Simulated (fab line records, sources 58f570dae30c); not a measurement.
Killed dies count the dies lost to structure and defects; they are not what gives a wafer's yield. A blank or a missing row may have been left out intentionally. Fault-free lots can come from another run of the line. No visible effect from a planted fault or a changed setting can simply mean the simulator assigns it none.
Which of the tools did it? || flow berkeley cmos170 || 42 wafers sampled from 14 lots at 1 step of a route of 331

## WHAT THE GAUGES SHOWED, per wafer
UCB170_CONTACT_CD_MEAS_90 targets a cd of 700 nm.
{"lot": "L142", "measured": "day 7 11:23", "on": "cd sem-02", "cd nm (nm)": "700.6 701.4 700.3"}
{"lot": "L143", "measured": "day 7 12:24", "on": "cd sem-01", "cd nm (nm)": "698.8 698.6 699.6"}
{"lot": "L146", "measured": "day 8 01:22", "on": "cd sem-02", "cd nm (nm)": "701.8 701.1 702.0"}
{"lot": "L145", "measured": "day 8 01:53", "on": "cd sem-01", "cd nm (nm)": "698.3 698.8 698.8"}
{"lot": "L148", "measured": "day 8 16:14", "on": "cd sem-01", "cd nm (nm)": "700.1 700.8 699.6"}
{"lot": "L150", "measured": "day 9 08:23", "on": "cd sem-02", "cd nm (nm)": "698.1 696.9 697.9"}
{"lot": "L153", "measured": "day 9 15:45", "on": "cd sem-02", "cd nm (nm)": "697.7 697.7 697.8"}
{"lot": "L151", "measured": "day 9 18:46", "on": "cd sem-01", "cd nm (nm)": "699.8 700.9 700.5"}
{"lot": "L152", "measured": "day 9 19:05", "on": "cd sem-01", "cd nm (nm)": "699.2 699.9 699.7"}
{"lot": "L157", "measured": "day 10 12:26", "on": "cd sem-02", "cd nm (nm)": "697.9 699.7 698.3"}
{"lot": "L155", "measured": "day 10 12:47", "on": "cd sem-01", "cd nm (nm)": "697.6 699.1 698.2"}
{"lot": "L158", "measured": "day 10 15:28", "on": "cd sem-01", "cd nm (nm)": "699.3 699.4 698.4"}
{"lot": "L160", "measured": "day 10 17:25", "on": "cd sem-02", "cd nm (nm)": "699.2 700.8 702.3"}
{"lot": "L163", "measured": "day 11 21:23", "on": "cd sem-02", "cd nm (nm)": "699.2 700.8 700.1"}

## TOOL THAT RAN EACH LOT (tool first, then ch and the chambers of the sampled wafers, then the start)
The record holds no process step before these readings.

## AS READ BY THE TOOLS THEMSELVES (means over the sampled wafers that have a number; for cases with no such wafer, the mark the record gives instead)
The record holds no such reading with a usual standard deviation.

## THE ANSWER, worked out from the rows above alone
Rule: the lots themselves supply what counts as usual. The widest of any qualifying gaps counts: lots, ordered by their means at a reading, are off when they make up no more than a third of the lots, leave a main group of 4 or more, and stand apart from it by 3 or more times the standard deviation of that group's means. The tables above print the reading to a certain number of digits; a main group whose means all agree to those digits is not used. Also off: a lot with no number at a reading for which 4 or more lots have one. All remaining lots with rows at the step are treated as sound. First the gauges in route order, then the tools' own readings, where a lot's mean is used as printed above. The first step at which some lot is off is used, and at that step the reading that is off furthest; a lot without a number counts as furthest.
None of the lots is off at any reading shown; this tells nothing.

## WHAT THE SIMULATOR HAD PUT IN
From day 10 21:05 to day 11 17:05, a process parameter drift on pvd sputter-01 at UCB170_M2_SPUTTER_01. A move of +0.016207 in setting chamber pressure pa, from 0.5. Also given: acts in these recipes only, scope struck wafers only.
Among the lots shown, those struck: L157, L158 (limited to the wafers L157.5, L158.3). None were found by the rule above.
